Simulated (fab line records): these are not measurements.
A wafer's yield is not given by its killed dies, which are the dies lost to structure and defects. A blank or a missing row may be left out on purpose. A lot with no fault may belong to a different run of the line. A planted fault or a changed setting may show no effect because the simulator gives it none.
A lot that was struck, set against a sound lot :: flow rit_cmos :: 15 out of 202 route steps
Sound: wafers L497.4, L497.5, L497.6. The struck wafers were L503.2, L503.3, L503.5. The cause is named last.
Per side, at each step with rows, come the tool, then ch with its chambers, and then its first start. Under that, the readings that differ: sound wafers :: struck wafers :: difference of the means :: sigmas: that difference in standard deviations of wafers without a fault.
alike: a reading whose means differ by less than 2 such deviations, as well as words and numbers matching on both sides. not compared: withheld readings; readings where some wafer has no value; bounds like >300 that might hide an equal value; numbers whose values overlap and for which the record gives no deviation.
A row with sigmas, a row that says differs or no value, or rows on one side alone: a step with any of these is where the two part. Non-overlapping numbers with no deviation appear without sigmas and do not part them. A reading that every wafer of one side lacks parts them only if that side has two wafers or more.

RIT_M1_SPUTTER_00: material Al, target thk 400 nm, time 500 s.
  sound on pvd_sputter-03 at day 4 10:18; struck on pvd_sputter-01 at day 5 14:58
  alike: cathode_dc_power_W, throttle_valve_pct
RIT_M1_RS_MEAS_01: a four-point-probe measurement.
  sound on film_metro-04 at day 4 10:31; struck on film_metro-03 at day 5 15:16
  alike: M1_AL_RS
RIT_M1_THK_MEAS_02: measures by xrf.
  sound on film_metro-04 at day 4 10:36; struck on film_metro-03 at day 5 15:23
  alike: M1_AL_THK
then, 6 steps without rows for these wafers: RIT_M1_HMDS_03 (prime time 60 s); RIT_M1_COAT_04 (resist thk 1300 nm); RIT_M1_SOFTBAKE_05 (time 60 s); RIT_M1_EXPOSE_06 (exposes mask M12, target cd 2600 nm); RIT_M1_PEB_07; RIT_M1_DEVELOP_08 (develop time 68 s).
RIT_M1_CD_MEAS_09 targets a cd of 2600 nm.
  sound on cd_sem-02 at day 4 11:34; struck on cd_sem-02 at day 5 16:28
  alike: cd_nm
RIT_M1_OVL_MEAS_10:
  sound on overlay-01 at day 4 11:38; struck on overlay-01 at day 5 16:34
  alike: M1_OVL
then, 1 step without rows for these wafers: RIT_M1_HARDBAKE_11 (time 120 s).
RIT_M1_METAL_ETCH_12: etches Al in Cl2/BCl3, stops on SiO2, time 165 s, target depth 600 nm.
  sound on rie_metal-01 ch 0,1, day 4 11:58; struck on rie_metal-01 ch 0,1, day 5 16:51
reading: oes_product_au (a.u.)
sound: 0.795 0.760 0.797
struck: 0.981 1.006 0.972
difference: +0.202
sigmas: +16

reading: run_length_s (s)
sound: 193.2 193.4 193.4
struck: 151.8 151.9 152.2
difference: -41.4
sigmas: -99 or more

reading: model.NOVOLAK_of_M1_COAT_04.thk_nm (nm)
sound: 815.7 812.6 816.7
struck: 891.5 887.8 888.7
difference: +74.3
sigmas: 

reading: model.M1.feature_depth_nm (nm)
sound: 428.1 432 433.1
struck: 423.1 425 426.2
difference: -6.3
sigmas: 
  alike: drypump_motor_current_A, throttle_valve_pct
  not compared: rf_hours_counter_h, model.SiO2_of_CONTACT_CVD_00.thk_nm
then, 1 step without rows for these wafers: RIT_M1_STRIP_13 (strips in nmp, time 600 s).
RIT_M1_PROBE_99:
  sound on prober-02 at day 4 14:19; struck on prober-02 at day 5 19:09
reading: model.etest.tester.sort_n_pass
sound: 257 254 258
struck: 0 0 0
difference: -256
sigmas: 

reading: model.etest.tester.sort_yield_pct (%)
sound: 97.35 96.21 97.73
struck: 0 0 0
difference: -97
sigmas: 

reading: model.etest.m1_comb_over_steps.leak_log10_a_um
sound: -13 -12.84 -12.63
struck: -7.953 -7.097 -7.852
difference: +5.189
sigmas: 

reading: model.etest.ring.quiet_log10_a (angstrom)
sound: -7.646 -7.921 -7.776
struck: -6.052 -5.331 -5.956
difference: +2.001
sigmas: 

reading: model.etest.antenna_m1.vt_shift_v (V)
sound: -0.01286 -0.008991 -0.009959
struck: 0.0006996 -0.00118 -0.0001715
difference: +0.0103860
sigmas: 
  alike: defect_limited_yield, killed_at_contacts, killed_at_front_end, killed_dies, killed_open, killed_short

== WHERE THEY PART ==
At RIT_M1_METAL_ETCH_12 and nowhere else, as far as this record goes. Later steps at which nothing parts them and some readings are alike: RIT_M1_PROBE_99.

WHY: what the simulator had put in
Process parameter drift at RIT_M1_METAL_ETCH_12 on rie_metal-01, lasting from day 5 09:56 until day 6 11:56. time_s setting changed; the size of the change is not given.
